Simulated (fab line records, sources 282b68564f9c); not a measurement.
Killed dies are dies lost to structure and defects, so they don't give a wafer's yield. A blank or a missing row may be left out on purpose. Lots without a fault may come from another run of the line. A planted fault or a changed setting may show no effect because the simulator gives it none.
fab line records | flow rit_cmos
record lots=5 wafers=23
route steps=202 shown ACTIVE@7 NRETRO@55 NLDD@111 PLDD@121 PSD@143 CONTACT@168 M1@184
start_h: hours from the record's first day to the start of the lot's first wafer shown | wait_h: hours since the lot's step before | " the same as in the row above | L1.1+2: a row that stands for several wafers | - no value, or no start given | * or withheld: withheld | < > ~ a bound
route shown NAME@n: a module of which the file shows steps, and the number in the route of the first | usual: mean/standard deviation of fault-free wafers | same: alike in all rows | chamber/n: place in a boat | sites: the reading at each site | _std_site: their standard deviation | _edge_site: outer sites' mean less inner sites' | radius_mm: how far each site lies from the wafer's centre | mask NAME#n: copy n | behind: the tool/chamber that last shaped the wafer | hold: why the lot was held/for how many hours/how that ended | device: the transistor (n, p or np) that didn't switch | end of line: the same wafers' tests at the end of the route | a step without rows: its recipe alone | killed: dies lost to structure and defects at the first sort, not the wafer's yield | map: a wafer's dies, x killed, . not, _ none there
set.NAME: the setting as run; set.NAME@STEP: as run at that earlier step | model.NAME: the simulator's own value behind a step, which no gauge read
lots whose settings were changed on purpose; a table a step, a row a wafer
## steps
# step RIT_ACTIVE_COAT_06
# recipe resist=NOVOLAK spin_rpm=3250 resist_thk_nm=1000
# columns lot.wafer tool chamber start_h wait_h set.spin_rpm model.NOVOLAK_of_ACTIVE_COAT_06.thk_nm
L075.2 litho_track-03 0 20.20 0.1 3405 977.1
L075.3 " 0 " " 3405 977.6
L075.4 " 0 " " 3405 977.7
L075.5 " 0 " " 3250 998.7
L075.6 " 0 " " 3250 1002
L076.1 litho_track-03 0 23.74 0.1 3250 1004
L076.2 " 0 " " 3027 1039
L076.3 " 0 " " 3027 1038
L076.4 " 0 " " 3027 1036
L076.5 " 0 " " 3250 1003
L080.1+2+4 litho_track-01 0 44.94 0.1 3250 1001
L084.1 litho_track-03 0 64.74 0.1 3250 997
L084.2+5 " 0 " " 3399 975.2
L084.3 " 0 " " 3250 996.7
L084.4 " 0 " " 3250 997.2
L085.1 litho_track-01 0 69.71 0.1 3250 995.9
L085.2 " 0 " " 3480 963.7
L085.4 " 0 " " 3480 965.7
L085.5 " 0 " " 3250 999.5
L085.6 " 0 " " 3480 967.3
# step RIT_ACTIVE_HARDBAKE_12
# recipe resist=NOVOLAK temp_c=140 time_s=60
# columns lot.wafer tool chamber start_h wait_h set.temp_c set.spin_rpm@ACTIVE_COAT_06 model.NOVOLAK_of_ACTIVE_COAT_06.thk_nm
L075.2 litho_track-03 0 21.15 0.1 143.5 3405 859.6
L075.3 " 0 " " 140 3405 864.1
L075.4 " 0 " " 143.5 3405 860.1
L075.5 " 0 " " 143.5 3250 878.3
L075.6 " 0 " " 140 3250 885.3
L076.1 litho_track-03 0 24.56 0.1 140 3250 886.9
L076.2 " 0 " " 142.8 3027 914.4
L076.3 " 0 " " 140 3027 916.7
L076.4 " 0 " " 140 3027 915.7
L076.5 " 0 " " 142.8 3250 883.1
L080.1 litho_track-01 0 45.88 0.1 140 3250 884.8
L080.2 " 0 " " 140 3250 884.5
L080.4 " 0 " " 140 3250 884.7
L084.1 litho_track-01 0 65.70 0.1 140 3250 881.1
L084.2+5 " 0 " " 142.7 3399 858.7
L084.3 " 0 " " 140 3250 880.9
L084.4 " 0 " " 142.7 3250 877.8
L085.1 litho_track-03 0 70.65 0.1 140 3250 880.1
L085.2 " 0 " " 141.6 3480 849.9
L085.4 " 0 " " 140 3480 853.7
L085.5 " 0 " " 141.6 3250 881.2
L085.6 " 0 " " 140 3480 855.2
# step RIT_NRETRO_SOFTBAKE_02
# recipe resist=NOVOLAK temp_c=90 time_s=60
# columns lot.wafer tool chamber start_h wait_h set.temp_c
L075.2+3+4+5+6 litho_track-03 0 39.85 0.1 90
L076.1+4 litho_track-02 0 40.82 0.1 90
L076.2+3+5 " 0 " " 91.02
L080.1+2+4 litho_track-02 0 60.58 0.1 90
L084.1+2+3 litho_track-03 0 81.58 0.1 93.18
L084.4+5 " 0 " " 90
L085.1+5+6 litho_track-03 0 86.04 0.1 90
L085.2+4 " 0 " " 86.95
# step RIT_NRETRO_EXPOSE_03
# recipe mask_id=M4 na=0.57 target_cd_nm=43900 dose_mj=250
# step RIT_NRETRO_PEB_04
# recipe resist=NOVOLAK temp_c=withheld time_s=withheld
# step RIT_NRETRO_DEVELOP_05
# recipe resist=NOVOLAK develop_time_s=68 dev_temp_c=23
# columns lot.wafer tool chamber start_h wait_h set.temp_c@NRETRO_SOFTBAKE_02 model.NOVOLAK_of_NRETRO_COAT_01.thk_nm
L075.2+6 litho_track-03 0 - - 90 1298
L075.3 " 0 " " 90 1299
L075.4 " 0 " " 90 1295
L075.5 " 0 " " 90 1297
L076.1 litho_track-03 0 - - 90 1300
L076.2+5 " 0 " " 91.02 1301
L076.3 " 0 " " 91.02 1298
L076.4 " 0 " " 90 1305
L080.1 litho_track-02 0 - - 90 1302
L080.2 " 0 " " 90 1305
L080.4 " 0 " " 90 1304
L084.1 litho_track-02 0 - - 93.18 1284
L084.2 " 0 " " 93.18 1287
L084.3 " 0 " " 93.18 1286
L084.4 " 0 " " 90 1294
L084.5 " 0 " " 90 1298
L085.1 litho_track-01 0 - - 90 1305
L085.2 " 0 " " 86.95 1315
L085.4 " 0 " " 86.95 1318
L085.5 " 0 " " 90 1307
L085.6 " 0 " " 90 1310
# step RIT_NLDD_IMPLANT_08
# recipe species=P energy_kev=20 dose_cm2=5e+14 tilt_deg=7
# columns lot.wafer tool chamber start_h wait_h set.tilt_deg
L075.2+3+4+5+6 implanter-01 0 53.53 0.1 7
L076.1+2+4 implanter-04 0 56.09 0.1 7
L076.3+5 " 0 " " 6.42
L080.1+2+4 implanter-04 0 77.06 0.1 7
L084.1+2+5 implanter-01 0 97.86 0.1 7
L084.3+4 " 0 " " 7.985
L085.1+2+4+5+6 implanter-01 0 106.92 0.1 7
# step RIT_PLDD_HARDBAKE_07
# recipe resist=NOVOLAK temp_c=140 time_s=60
# columns lot.wafer tool chamber start_h wait_h set.temp_c model.NOVOLAK_of_PLDD_COAT_01.thk_nm
L075.2 litho_track-02 0 54.92 0.0 140 884.5
L075.3 " 0 " " 140 883.8
L075.4 " 0 " " 141.2 881.7
L075.5 " 0 " " 141.2 879.9
L075.6 " 0 " " 140 882
L076.1 litho_track-02 0 57.36 0.0 137 890.1
L076.2 " 0 " " 140 883.3
L076.3 " 0 " " 140 883.8
L076.4 " 0 " " 140 883.7
L076.5 " 0 " " 137 887.2
L080.1 litho_track-03 0 78.33 0.0 140 880.9
L080.2 " 0 " " 140 881.7
L080.4 " 0 " " 140 882.7
L084.1 litho_track-02 0 99.13 0.0 140 885
L084.2 " 0 " " 140 882.1
L084.3 " 0 " " 140 882.5
L084.4 " 0 " " 140 884.3
L084.5 " 0 " " 140 883.5
L085.1 litho_track-01 0 108.31 0.0 136.7 892.9
L085.2 " 0 " " 140 886.7
L085.4 " 0 " " 136.7 890
L085.5 " 0 " " 140 887.2
L085.6 " 0 " " 136.7 892.1
# step RIT_PSD_COAT_01
# recipe resist=NOVOLAK spin_rpm=3250 resist_thk_nm=1000
# columns lot.wafer tool chamber start_h wait_h set.resist_thk_nm model.NOVOLAK_of_PSD_COAT_01.thk_nm
L075.2 litho_track-03 0 59.72 0.1 1000 1002
L075.3 " 0 " " 1035 1038
L075.4 " 0 " " 1000 1005
L075.5 " 0 " " 1035 1039
L075.6 " 0 " " 1035 1037
L076.1 litho_track-02 0 61.96 0.1 943 948.3
L076.2 " 0 " " 1000 1003
L076.3 " 0 " " 943 945.9
L076.4 " 0 " " 943 951.1
L076.5 " 0 " " 1000 1005
L080.1 litho_track-04 0 82.93 0.1 1000 998.6
L080.2 " 0 " " 1000 997.6
L080.4 " 0 " " 1000 996.6
L084.1 litho_track-04 0 103.74 0.1 1000 999.9
L084.2 " 0 " " 952.7 951.1
L084.3 " 0 " " 952.7 950.3
L084.4 " 0 " " 1000 997.7
L084.5 " 0 " " 1000 998.1
L085.1 litho_track-04 0 112.96 0.1 1035 1039
L085.2 " 0 " " 1035 1042
L085.4 " 0 " " 1000 1001
L085.5 " 0 " " 1000 1003
L085.6 " 0 " " 1035 1040
# step RIT_PSD_SOFTBAKE_02
# recipe resist=NOVOLAK temp_c=90 time_s=60
# step RIT_PSD_EXPOSE_03
# recipe mask_id=M10 na=0.57 target_cd_nm=40900 dose_mj=250
# step RIT_PSD_DEVELOP_05
# recipe resist=NOVOLAK develop_time_s=50 dev_temp_c=23
# step RIT_PSD_HARDBAKE_07
# recipe resist=NOVOLAK temp_c=140 time_s=60
# columns lot.wafer tool chamber start_h wait_h set.resist_thk_nm@PSD_COAT_01 model.NOVOLAK_of_PSD_COAT_01.thk_nm
L075.2 litho_track-03 0 60.45 0.0 1000 885.8
L075.3 " 0 " " 1035 916.8
L075.4 " 0 " " 1000 888.3
L075.5 " 0 " " 1035 918
L075.6 " 0 " " 1035 916.2
L076.1 litho_track-04 0 63.22 0.2 943 838.6
L076.2 " 0 " " 1000 886.7
L076.3 " 0 " " 943 836.4
L076.4 " 0 " " 943 841
L076.5 " 0 " " 1000 887.9
L080.1 litho_track-04 0 83.67 0.0 1000 882.5
L080.2 " 0 " " 1000 881.6
L080.4 " 0 " " 1000 880.7
L084.1 litho_track-03 0 104.47 0.0 1000 883.7
L084.2 " 0 " " 952.7 840.9
L084.3 " 0 " " 952.7 840.3
L084.4 " 0 " " 1000 881.8
L084.5 " 0 " " 1000 882.1
L085.1 litho_track-04 0 113.82 0.0 1035 918.2
L085.2 " 0 " " 1035 920.1
L085.4 " 0 " " 1000 884.5
L085.5 " 0 " " 1000 886.8
L085.6 " 0 " " 1035 918.5
# step RIT_CONTACT_CVD_00
# recipe material=SiO2 target_thk_nm=400 precursor=TEOS temp_c=390 time_s=61 rf_w=400
# columns lot.wafer tool chamber start_h wait_h set.time_s model.SiO2_of_CONTACT_CVD_00.thk_nm
L075.2+3+4 pecvd-01 1,0,2 62.39 0.0 61 -
L075.5 " 0 " " 61 400.1
L075.6 " 1 " " 61 408.2
L076.1 pecvd-02 0 65.21 0.1 58.64 376.4
L076.2 " 1 " " 58.64 384.9
L076.3 " 2 " " 61 397.3
L076.4 " 2 " " 61 404.4
L076.5 " 0 " " 61 396.6
L080.1 pecvd-04 1 85.63 0.1 61 401.6
L080.2 " 2 " " 61 401.7
L080.4 " 1 " " 61 402.2
L084.1 pecvd-01 1 106.45 0.1 61 -
L084.2 " 0 " " 67.16 435.9
L084.3+5 " 0,1 " " 67.16 -
L084.4 " 1 " " 61 403.6
L085.1 pecvd-02 2 115.78 0.1 70.11 -
L085.2 " 0 " " 61 388.6
L085.4 " 1 " " 61 -
L085.5 " 0 " " 70.11 457.9
L085.6 " 2 " " 61 407.2
# step RIT_CONTACT_THK_MEAS_01
# recipe reads=SiO2_of_CONTACT_CVD_00
# usual CONTACT_TEOS_THK=399/5.8
# columns lot.wafer tool chamber start_h wait_h set.time_s@CONTACT_CVD_00 CONTACT_TEOS_THK[nm]
L075.2 film_metro-03 - 62.45 0.0 61 404
L075.3 " - " " 61 395
L075.4 " - " " 61 391
L075.5 " - " " 61 400
L075.6 " - " " 61 408
L076.1 film_metro-01 - 65.26 0.0 58.64 376
L076.2 " - " " 58.64 385
L076.3 " - " " 61 397
L076.4 " - " " 61 405
L076.5 " - " " 61 396
L080.1 film_metro-01 - 85.68 0.0 61 401
L080.2 " - " " 61 402
L080.4 " - " " 61 402
L084.1 film_metro-03 - 106.52 0.1 61 396
L084.2 " - " " 67.16 436
L084.3 " - " " 67.16 442
L084.4 " - " " 61 403
L084.5 " - " " 67.16 440
L085.1 film_metro-03 - 115.83 0.0 70.11 461
L085.2 " - " " 61 389
L085.4 " - " " 61 397
L085.5 " - " " 70.11 458
L085.6 " - " " 61 408
# step RIT_CONTACT_HMDS_02
# recipe prime_time_s=60 prime_temp_c=140
# step RIT_CONTACT_COAT_03
# recipe resist=NOVOLAK spin_rpm=3250 resist_thk_nm=1000
# step RIT_CONTACT_HARDBAKE_10
# recipe resist=NOVOLAK temp_c=140 time_s=60
# step RIT_CONTACT_ETCH_11
# recipe target_depth_a=4800 over_etch_frac=0.2 stop_on=TiSi2 chemistry=CHF3/CF4/Ar target=SiO2 CHF3_flow_sccm=50 cf4_flow_sccm=10 Ar_flow_sccm=100 O2_flow_sccm=5 pressure_mtorr=100 rf_w=200 time_s=320
# columns lot.wafer tool chamber start_h wait_h set.time_s@CONTACT_CVD_00 model.CONTACT.feature_depth_nm model.etch.depth_nm
L075.2 rie_diel-02 0 63.94 0.1 61 403.7 -
L075.3 " 1 " " 61 395.4 -
L075.4 " 3 " " 61 391.5 -
L075.5 " 3 " " 61 400.1 400.1
L075.6 " 0 " " 61 408.2 408.2
L076.1 rie_diel-03 3 66.71 0.1 58.64 376.4 376.4
L076.2 " 1 " " 58.64 384.9 384.9
L076.3 " 2 " " 61 397.3 397.3
L076.4 " 0 " " 61 404.4 404.4
L076.5 " 1 " " 61 396.6 396.6
L080.1 rie_diel-03 0 87.13 0.1 61 401.6 401.6
L080.2 " 2 " " 61 401.7 401.7
L080.4 " 3 " " 61 402.2 402.2
L084.1 rie_diel-04 0 107.98 0.1 61 395.7 -
L084.2 " 1 " " 67.16 435.9 435.9
L084.3 " 3 " " 67.16 441.6 -
L084.4 " 2 " " 61 403.6 403.6
L084.5 " 3 " " 67.16 440.5 -
L085.1 rie_diel-03 1 117.28 0.1 70.11 461.1 -
L085.2 " 0 " " 61 388.6 388.6
L085.4 " 1 " " 61 396.9 -
L085.5 " 0 " " 70.11 457.9 457.9
L085.6 " 3 " " 61 407.2 407.2
# step RIT_M1_SPUTTER_00
# recipe material=Al target_thk_nm=400 power_w=2000 chamber_pressure_pa=0.4 gas=Ar time_s=500 substrate_temp_c=25
# columns lot.wafer tool chamber start_h wait_h set.power_w model.Al_of_M1_SPUTTER_00.thk_nm
L075.2 pvd_sputter-02 - 64.79 0.0 2137 427.4
L075.3 " - " " 2137 420.6
L075.4 " - " " 2137 422.2
L075.5 " - " " 2000 402
L075.6 " - " " 2000 398.3
L076.1 pvd_sputter-03 - 67.55 0.0 2000 396.4
L076.2 " - " " 1901 382.2
L076.3 " - " " 1901 378.3
L076.4 " - " " 2000 403.1
L076.5 " - " " 1901 380
L080.1 pvd_sputter-03 - 88.00 0.0 2000 395.5
L080.2 " - " " 2000 391.6
L080.4 " - " " 2000 393.1
L084.1 pvd_sputter-01 - 108.84 0.0 1825 360.2
L084.2 " - " " 2000 405.7
L084.3 " - " " 1825 363.5
L084.4 " - " " 2000 404
L084.5 " - " " 1825 367.7
L085.1 pvd_sputter-02 - 118.12 0.0 1770 349.4
L085.2 " - " " 2000 397.3
L085.4 " - " " 1770 355.2
L085.5 " - " " 2000 393.8
L085.6 " - " " 2000 396.4
# step RIT_M1_RS_MEAS_01
# recipe thk_meas_gauge=four-point-probe reads=Al_of_M1_SPUTTER_00
# usual M1_AL_RS=0.0740/0.00075
# columns lot.wafer tool chamber start_h wait_h set.power_w@M1_SPUTTER_00 M1_AL_RS[ohm/sq]
L075.2 film_metro-02 - 65.11 0.2 2137 0.0688
L075.3 " - " " 2137 0.0698
L075.4 " - " " 2137 0.0696
L075.5 " - " " 2000 0.0730
L075.6 " - " " 2000 0.0737
L076.1 film_metro-03 - 67.85 0.1 2000 0.0741
L076.2 " - " " 1901 0.0768
L076.3 " - " " 1901 0.0776
L076.4 " - " " 2000 0.0729
L076.5 " - " " 1901 0.0775
L080.1 film_metro-04 - 88.30 0.1 2000 0.0743
L080.2 " - " " 2000 0.0752
L080.4 " - " " 2000 0.0748
L084.1 film_metro-02 - 109.13 0.1 1825 0.0821
L084.2 " - " " 2000 0.0724
L084.3 " - " " 1825 0.0810
L084.4 " - " " 2000 0.0728
L084.5 " - " " 1825 0.0801
L085.1 film_metro-03 - 118.42 0.1 1770 0.0840
L085.2 " - " " 2000 0.0739
L085.4 " - " " 1770 0.0829
L085.5 " - " " 2000 0.0747
L085.6 " - " " 2000 0.0742
# step RIT_M1_THK_MEAS_02
# recipe thk_meas_gauge=xrf reads=Al_of_M1_SPUTTER_00
# usual M1_AL_THK=394/5.5
# columns lot.wafer tool chamber start_h wait_h set.power_w@M1_SPUTTER_00 M1_AL_THK[nm]
L075.2 film_metro-02 - 65.22 0.1 2137 426
L075.3 " - " " 2137 419
L075.4 " - " " 2137 416
L075.5 " - " " 2000 400
L075.6 " - " " 2000 399
L076.1 film_metro-03 - 67.97 0.1 2000 395
L076.2 " - " " 1901 379
L076.3 " - " " 1901 378
L076.4 " - " " 2000 401
L076.5 " - " " 1901 380
L080.1 film_metro-04 - 88.42 0.1 2000 388
L080.2 " - " " 2000 385
L080.4 " - " " 2000 386
L084.1 film_metro-02 - 109.25 0.1 1825 360
L084.2 " - " " 2000 403
L084.3 " - " " 1825 363
L084.4 " - " " 2000 402
L084.5 " - " " 1825 364
L085.1 film_metro-03 - 118.54 0.1 1770 348
L085.2 " - " " 2000 397
L085.4 " - " " 1770 357
L085.5 " - " " 2000 392
L085.6 " - " " 2000 398
# step RIT_M1_EXPOSE_06
# recipe mask_id=M12 na=0.6 source_shape=conventional sigma_outer=0.5 target_cd_nm=2600 dose_mj=250
# columns lot.wafer tool chamber start_h wait_h mask set.dose_mj
L075.2+4+5 iline_stepper-02 0 65.86 0.2 M12#0 250
L075.3+6 " 0 " " M12#0 267.5
L076.1+2+3+4+5 iline_stepper-02 0 68.48 0.1 M12#0 250
L080.1+2+4 iline_stepper-01 0 89.05 0.2 M12#0 250
L084.1+3 iline_stepper-01 0 109.84 0.1 M12#0 250
L084.2+4+5 " 0 " " M12#0 261
L085.1+2 iline_stepper-02 0 119.39 0.2 M12#0 250
L085.4+5+6 " 0 " " M12#0 265.9
# step RIT_M1_PEB_07
# recipe resist=NOVOLAK temp_c=withheld time_s=withheld
# step RIT_M1_DEVELOP_08
# recipe resist=NOVOLAK develop_time_s=68 dev_temp_c=23
# step RIT_M1_CD_MEAS_09
# recipe target_cd_nm=2600
# usual cd_nm=2599.2/2.2
# columns lot.wafer tool chamber start_h wait_h set.dose_mj@M1_EXPOSE_06 cd_nm
L075.2 cd_sem-01 - 66.29 - 250 2600.3
L075.3 " - " " 267.5 2581.3
L075.4 " - " " 250 2601.1
L075.5 " - " " 250 2599.0
L075.6 " - " " 267.5 2580.6
L076.1 cd_sem-01 - 68.91 - 250 2597.1
L076.2 " - " " 250 2597.0
L076.3 " - " " 250 2596.4
L076.4 " - " " 250 2597.4
L076.5 " - " " 250 2597.9
L080.1 cd_sem-01 - 89.48 - 250 2598.9
L080.2 " - " " 250 2599.4
L080.4 " - " " 250 2598.4
L084.1 cd_sem-02 - 110.27 - 250 2600.0
L084.2 " - " " 261 2586.8
L084.3 " - " " 250 2599.2
L084.4 " - " " 261 2586.5
L084.5 " - " " 261 2585.7
L085.1 cd_sem-02 - 119.82 - 250 2600.6
L085.2 " - " " 250 2601.6
L085.4 " - " " 265.9 2583.2
L085.5 " - " " 265.9 2580.9
L085.6 " - " " 265.9 2583.3
# step RIT_M1_PROBE_99
# columns lot.wafer tool chamber start_h wait_h set.tilt_deg@NLDD_IMPLANT_08 set.time_s@CONTACT_CVD_00 set.power_w@M1_SPUTTER_00 set.dose_mj@M1_EXPOSE_06 model.etest.field_p_metal.vt_v model.etest.m1.rs_ohm_sq model.etest.m1.width_nm model.etest.nmos_turned.drive_ua_um
L075.2 prober-01 - 68.98 0.1 7 61 2137 250 -31.84 0.06815 2601 312
L075.3 prober-01 - 69.03 0.2 7 61 2137 267.5 -30.34 0.06892 2582 305.4
L075.4 prober-01 - 69.08 0.2 7 61 2137 250 -30.28 0.06893 2603 313.1
L075.5 prober-01 - 69.13 0.2 7 61 2000 250 -30.25 0.07231 2607 303.8
L075.6 prober-01 - 69.18 0.2 7 61 2000 267.5 -31.17 0.0724 2581 315.2
L076.1 prober-02 - 71.57 0.1 7 58.64 2000 250 -28.67 0.07406 2603 324.7
L076.2 prober-02 - 71.62 0.1 7 58.64 1901 250 -29.22 0.07553 2599 318
L076.3 prober-02 - 71.67 0.2 6.42 61 1901 250 -29.5 0.07652 2600 359.2
L076.4 prober-02 - 71.72 0.2 7 61 2000 250 -29.58 0.07214 2592 318
L076.5 prober-02 - 71.77 0.2 6.42 61 1901 250 -29.4 0.07602 2603 363.5
L080.1 prober-02 - 92.14 0.1 7 61 2000 250 -29.2 0.07348 2590 341.9
L080.2 prober-02 - 92.19 0.1 7 61 2000 250 -28.91 0.07469 2596 338.5
L080.4 prober-02 - 92.29 0.2 7 61 2000 250 -29.19 0.07361 2597 328.2
L084.1 prober-01 - 112.94 0.1 7 61 1825 250 -29.82 0.08027 2598 339.4
L084.2 prober-01 - 112.99 0.1 7 67.16 2000 261 -31.74 0.07137 2588 355.2
L084.3 prober-01 - 113.04 0.2 7.985 67.16 1825 250 -32.34 0.07976 2598 287.6
L084.4 prober-01 - 113.09 0.2 7.985 61 2000 261 -29.76 0.07117 2584 294.2
L084.5 prober-01 - 113.14 0.2 7 67.16 1825 261 -32.47 0.07849 2584 358.1
L085.1 prober-02 - 122.48 0.1 7 70.11 1770 250 -31.77 0.08332 2606 305.2
L085.2 prober-02 - 122.53 0.1 7 61 2000 250 -28.06 0.07276 2600 306.5
L085.4 prober-02 - 122.63 0.2 7 61 1770 265.9 -28.9 0.0821 2584 317.5
L085.6 prober-02 - 122.73 0.2 7 61 2000 265.9 -29.62 0.07306 2587 322.5
# killed by level:class
L080.1 GATE:geometric_particle:open=2 SPACER:geometric_particle:open=2 FOX2:geometric_particle:short=1 REOX:geometric_particle:open=1
L080.2 SPACER:geometric_particle:short=4 FOX1:geometric_particle:open=1 GATE:geometric_particle:open=1 GATE:geometric_particle:short=1 REOX:geometric_particle:short=1 SPACER:geometric_particle:open=1 SILICIDE:geometric_particle:short=1
L080.4 SPACER:geometric_particle:short=2 FOX1:geometric_particle:short=1 GATE:geometric_particle:short=1
## key
split step=RIT_ACTIVE_COAT_06 setting=spin_rpm stated=3250 by=wafer
response step=RIT_ACTIVE_COAT_06 reading=model.NOVOLAK_of_ACTIVE_COAT_06.thk_nm change=-4.77 per=1% r=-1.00
response step=RIT_ACTIVE_HARDBAKE_12 reading=model.NOVOLAK_of_ACTIVE_COAT_06.thk_nm change=-4.27 per=1% r=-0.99
split step=RIT_ACTIVE_HARDBAKE_12 setting=temp_c stated=140 by=wafer
response none clear
split step=RIT_NRETRO_SOFTBAKE_02 setting=temp_c stated=90 by=wafer
response step=RIT_NRETRO_DEVELOP_05 reading=model.NOVOLAK_of_NRETRO_COAT_01.thk_nm change=-2.82 per=1% r=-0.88
split step=RIT_NLDD_IMPLANT_08 setting=tilt_deg stated=7 by=wafer
response step=RIT_M1_PROBE_99 reading=model.etest.nmos_turned.drive_ua_um change=-4.44 per=1% r=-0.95
split step=RIT_PLDD_HARDBAKE_07 setting=temp_c stated=140 by=wafer
response step=RIT_PLDD_HARDBAKE_07 reading=model.NOVOLAK_of_PLDD_COAT_01.thk_nm change=-2.23 per=1% r=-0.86
split step=RIT_PSD_COAT_01 setting=resist_thk_nm stated=1000 by=wafer
response step=RIT_PSD_COAT_01 reading=model.NOVOLAK_of_PSD_COAT_01.thk_nm change=+10 per=1% r=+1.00
response step=RIT_PSD_HARDBAKE_07 reading=model.NOVOLAK_of_PSD_COAT_01.thk_nm change=+8.78 per=1% r=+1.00
split step=RIT_CONTACT_CVD_00 setting=time_s stated=61 by=wafer
response step=RIT_CONTACT_CVD_00 reading=model.SiO2_of_CONTACT_CVD_00.thk_nm change=+3.9 per=1% r=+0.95
response step=RIT_CONTACT_THK_MEAS_01 reading=CONTACT_TEOS_THK change=+4.11 per=1% r=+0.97
response step=RIT_CONTACT_ETCH_11 reading=model.CONTACT.feature_depth_nm change=+4.11 per=1% r=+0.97
response step=RIT_CONTACT_ETCH_11 reading=model.etch.depth_nm change=+3.9 per=1% r=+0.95
response step=RIT_M1_PROBE_99 reading=model.etest.field_p_metal.vt_v change=-0.209 per=1% r=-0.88
split step=RIT_M1_SPUTTER_00 setting=power_w stated=2000 by=wafer
response step=RIT_M1_SPUTTER_00 reading=model.Al_of_M1_SPUTTER_00.thk_nm change=+3.98 per=1% r=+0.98
response step=RIT_M1_RS_MEAS_01 reading=M1_AL_RS change=-0.000804 per=1% r=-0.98
response step=RIT_M1_THK_MEAS_02 reading=M1_AL_THK change=+3.89 per=1% r=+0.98
response step=RIT_M1_PROBE_99 reading=model.etest.m1.rs_ohm_sq change=-0.000797 per=1% r=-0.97
split step=RIT_M1_EXPOSE_06 setting=dose_mj stated=250 by=wafer
response step=RIT_M1_CD_MEAS_09 reading=cd_nm change=-2.86 per=1% r=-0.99
response step=RIT_M1_PROBE_99 reading=model.etest.m1.width_nm change=-2.97 per=1% r=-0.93
